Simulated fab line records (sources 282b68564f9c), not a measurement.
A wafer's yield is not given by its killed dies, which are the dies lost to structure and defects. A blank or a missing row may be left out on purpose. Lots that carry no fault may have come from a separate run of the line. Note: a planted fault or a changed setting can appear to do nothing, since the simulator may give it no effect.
One fault seen from 2 desks | flow rit cmos | what lay behind the numbers comes last; until then each desk has only its own

## THE TOOL OWNER'S DESK: litho track-02
At RIT_PRETRO_SOFTBAKE_02 (time 60 s), the tool's own readings, given per lot that ran on this tool as the mean of the sampled wafers with a number. The brackets show how far a lot's mean lies from the usual mean; more than 4 standard deviations puts the lot out of limits, marked OUT.
Columns: A = heater power total W at RIT_PRETRO_SOFTBAKE_02, usual 34.56 W; B = run length s at RIT_PRETRO_SOFTBAKE_02, usual 89.12 s
lot  | first seen here | A               | B
L473 | day 2 10:50     | 34.59           | 88.95
L482 | day 4 03:52     | 34.56           | 88.80
L492 | day 6 06:32     | 37.00 (+44) OUT | 75.97 (-60) OUT
L493 | day 6 11:36     | 37.01 (+45) OUT | 76.04 (-59) OUT
This desk's finding: out of limits on L492, L493; first on L492, day 6 06:32 (heater power total W at RIT_PRETRO_SOFTBAKE_02). Within limits: L473, L482.

## METROLOGY DESK
What the gauges read for every lot (on any tool): the sampled wafers with a number, averaged. The brackets show how far a lot's mean lies from the usual mean; more than 4 standard deviations puts the lot out of limits, marked OUT.
Columns: A = NRETRO_OVL at RIT_NRETRO_OVL_MEAS_06, usual -0.7 nm; B = NRETRO_TW at RIT_NRETRO_TW_MEAS_10, usual 1035; C = PRETRO_OVL at RIT_PRETRO_OVL_MEAS_06, usual 0.8 nm
lot  | first seen here | A    | B    | C
L473 | day 2 09:50     | -0.5 | 1046 | -0.1
L478 | day 3 07:15     | -1.5 | 1038 | 2.9
L482 | day 4 02:51     | -0.0 | 1034 | 0.6
L492 | day 6 05:25     | -1.1 | 1049 | 1.7
L493 | day 6 10:37     | -1.9 | 1025 | -0.3
L496 | day 6 23:46     | -0.7 | 1026 | -0.1
This desk's verdict: no lot among the 6 shows anything out of limits.

## ALL TOGETHER
At day 6 06:32, on L492, L493, the tool owner's desk was in a position to raise an alarm.
From the metrology desk's view, nothing was out of limits.
The metrology desk has L492, L493 on record, within its limits.
RIT_PRETRO_SOFTBAKE_02 was run on litho track-02 by each of the lots named.

## WHAT THE SIMULATOR PUT IN
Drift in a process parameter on litho track-02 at RIT_PRETRO_SOFTBAKE_02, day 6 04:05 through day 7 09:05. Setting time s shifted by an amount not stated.
Struck lots among those shown: L492, L493.
Hours from the fault's start to each desk's first reading out of limits: the tool owner's desk, 2.
